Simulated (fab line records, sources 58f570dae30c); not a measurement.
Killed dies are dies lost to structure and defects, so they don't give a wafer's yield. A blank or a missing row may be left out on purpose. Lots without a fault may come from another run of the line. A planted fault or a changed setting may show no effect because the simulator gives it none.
Which tool did it? | flow berkeley_cmos170 | 7 lots, 21 wafers sampled, at 2 steps of a route of 331

WHAT THE GAUGES READ, wafer by wafer
UCB170_M2_THK_MEAS_03: measures by xrf.
lot  | measured     | on            | M2_AL_THK (nm)
L746 | day 9 09:58  | film_metro-04 | 911 917 912
L748 | day 9 13:41  | film_metro-03 | 908 906 908
L754 | day 10 20:48 | film_metro-02 | 907 903 912
L758 | day 11 17:35 | film_metro-03 | 905 912 914
L764 | day 13 07:34 | film_metro-04 | 906 906 894
L766 | day 13 08:13 | film_metro-02 | 908 923 917
L768 | day 14 02:58 | film_metro-02 | 887 905 903

WHICH TOOL RAN EACH LOT (tool, then ch and the chambers of the sampled wafers, then the start)
lot  | UCB170_FIELD_WET_ETCH_06
L746 | wet_bench-03 ch 0, day 6 10:01
L748 | wet_bench-03 ch 2, day 6 10:01
L754 | wet_bench-01 ch 0, day 7 18:04
L758 | wet_bench-02 ch 3, day 8 17:30
L764 | wet_bench-02 ch 0, day 9 22:32
L766 | wet_bench-03 ch 2, day 10 07:35
L768 | wet_bench-02 ch 0, day 11 02:29
- UCB170_FIELD_WET_ETCH_06: etches SiO2 in BOE, time 22 s.

THE ANSWER, worked out from the rows above alone
Rule: what is usual is taken from the lots themselves. Put in order of their means at a reading, lots are off if they are a third of the lots or fewer, leave a main group of 4 or more, and stand apart from it by a gap of 3 or more times the standard deviation of the main group's means; of several such gaps the widest counts. A main group whose means are all the same, to the digits that the tables above print for the reading, isn't used. A lot without any number at a reading at which 4 lots or more have one is off too. The other lots that the step has rows for count as sound.
No lot is off at any reading shown: from this, nothing can be told.

WHAT THE SIMULATOR HAD PUT IN
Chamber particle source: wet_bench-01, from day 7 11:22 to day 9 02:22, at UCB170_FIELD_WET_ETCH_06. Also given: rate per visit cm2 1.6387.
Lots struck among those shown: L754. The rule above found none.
